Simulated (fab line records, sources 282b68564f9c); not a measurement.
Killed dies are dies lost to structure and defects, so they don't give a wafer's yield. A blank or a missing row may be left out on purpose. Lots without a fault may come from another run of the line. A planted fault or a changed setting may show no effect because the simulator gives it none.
A struck lot beside a sound one | flow rit_cmos | 16 steps out of a route of 202
Sound: wafers L540.2, L540.4, L540.5. Struck: wafers L542.1, L542.2, L542.6. The cause comes at the end.
At each step with rows: each side's tool, then ch and its chambers, then its first start. Under that, the readings that differ: sound wafers | struck wafers | difference of the means | sigmas: that difference in standard deviations of wafers without a fault.
alike: readings whose means differ by less than 2 such deviations, and words and numbers that are the same on both sides. not compared: withheld readings, readings that some wafer has no value for, bounds like >300 that may hide the same value, and numbers for which the record gives no deviation and whose values overlap.
The two part at a step that has a row with sigmas, a row that says differs or no value, or rows on one side only. Numbers that don't overlap but have no deviation are shown without sigmas and don't part them. A reading that every wafer of one side lacks parts them only if that side has two wafers or more.

RIT_GATE_THK_MEAS_07:
  sound on film_metro-04, day 4 07:42; struck on film_metro-04, day 4 15:04
  alike: GATE_OXIDE_THK
then, 1 step without rows for these wafers: RIT_GATE_CVD_08 (deposits poly-Si from SiH4, target thk 250 nm, time 2220 s).
RIT_GATE_THK_MEAS_09:
  sound on film_metro-04, day 4 10:17; struck on film_metro-04, day 4 18:37
  alike: GATE_POLY_THK
then, 6 steps without rows for these wafers: RIT_GATE_HMDS_10 (prime time 60 s); RIT_GATE_COAT_11 (resist thk 850 nm); RIT_GATE_SOFTBAKE_12 (time 60 s); RIT_GATE_EXPOSE_13 (exposes mask M6, target cd 150 nm); RIT_GATE_PEB_14; RIT_GATE_DEVELOP_15 (develop time 50 s).
RIT_GATE_CD_MEAS_16: target cd 150 nm.
  sound on cd_sem-01, day 4 11:12; struck on cd_sem-02, day 4 19:31
  reading    | sound             | struck            | difference | sigmas
  cd_nm (nm) | 150.7 154.3 149.2 | 146.1 147.7 145.5 | -5.0       | -2
RIT_GATE_OVL_MEAS_17:
  sound on overlay-01, day 4 11:19; struck on overlay-01, day 4 19:38
  alike: GATE_OVL
then, 1 step without rows for these wafers: RIT_GATE_HARDBAKE_18 (time 60 s).
RIT_GATE_ETCH_19: etches poly-Si in SF6/CHF3/O2, stops on SiO2, time 172.7 s, target depth 312.5 nm.
  sound on rie_si-02 ch 0,1,3, day 4 11:29; struck on rie_si-02 ch 0,1,2, day 4 19:49
  no value came back on the struck wafers for any of 7 readings (CHF3_flow_sccm (sccm), O2_flow_sccm (sccm) and others); on the sound wafers CHF3_flow_sccm (sccm) reads 29.95 30.27 30.07
  reading                                     | sound             | struck            | difference | sigmas
  model.NOVOLAK_of_GATE_COAT_11.thk_nm (nm)   | 662.1 669.5 664.8 | 749.3 747.7 748.8 | +83.1      |
  model.SiO2_of_FOX2_OXIDATION_00.thk_nm (nm) | 247.6 248 245.1   | 262 264.6 257.5   | +14        |
  not compared: rf_hours_counter_h
RIT_GATE_STRIP_20: strips in O2, time 180 s.
  sound on plasma_asher-01 ch 0,1, day 4 11:36; struck on plasma_asher-01 ch 0,1, day 4 19:56
  alike: drypump_motor_current_A
  not compared: rf_hours_counter_h
RIT_GATE_CD_MEAS_90: target cd 150 nm.
  sound on cd_sem-01, day 4 11:47; struck on cd_sem-02, day 4 20:07
  reading    | sound             | struck | difference                    | sigmas
  cd_nm (nm) | 150.4 154.2 148.7 | - - -  | no value on the struck wafers |
RIT_M1_PROBE_99:
  sound on prober-02, day 5 07:16; struck on prober-02, day 5 16:27
  reading             | sound | struck      | difference | sigmas
  killed_at_front_end | 4 3 8 | 264 264 264 | +259       | +96
  killed_dies         | 4 3 8 | 264 264 264 | +259       | +96
  killed_on_rim       | 2 0 2 | 70 70 70    | +69        | +57
  alike: killed_open, killed_short

WHERE THEY PART
First at RIT_GATE_CD_MEAS_16; last, within this record, at RIT_M1_PROBE_99.

WHY: what the simulator had put in
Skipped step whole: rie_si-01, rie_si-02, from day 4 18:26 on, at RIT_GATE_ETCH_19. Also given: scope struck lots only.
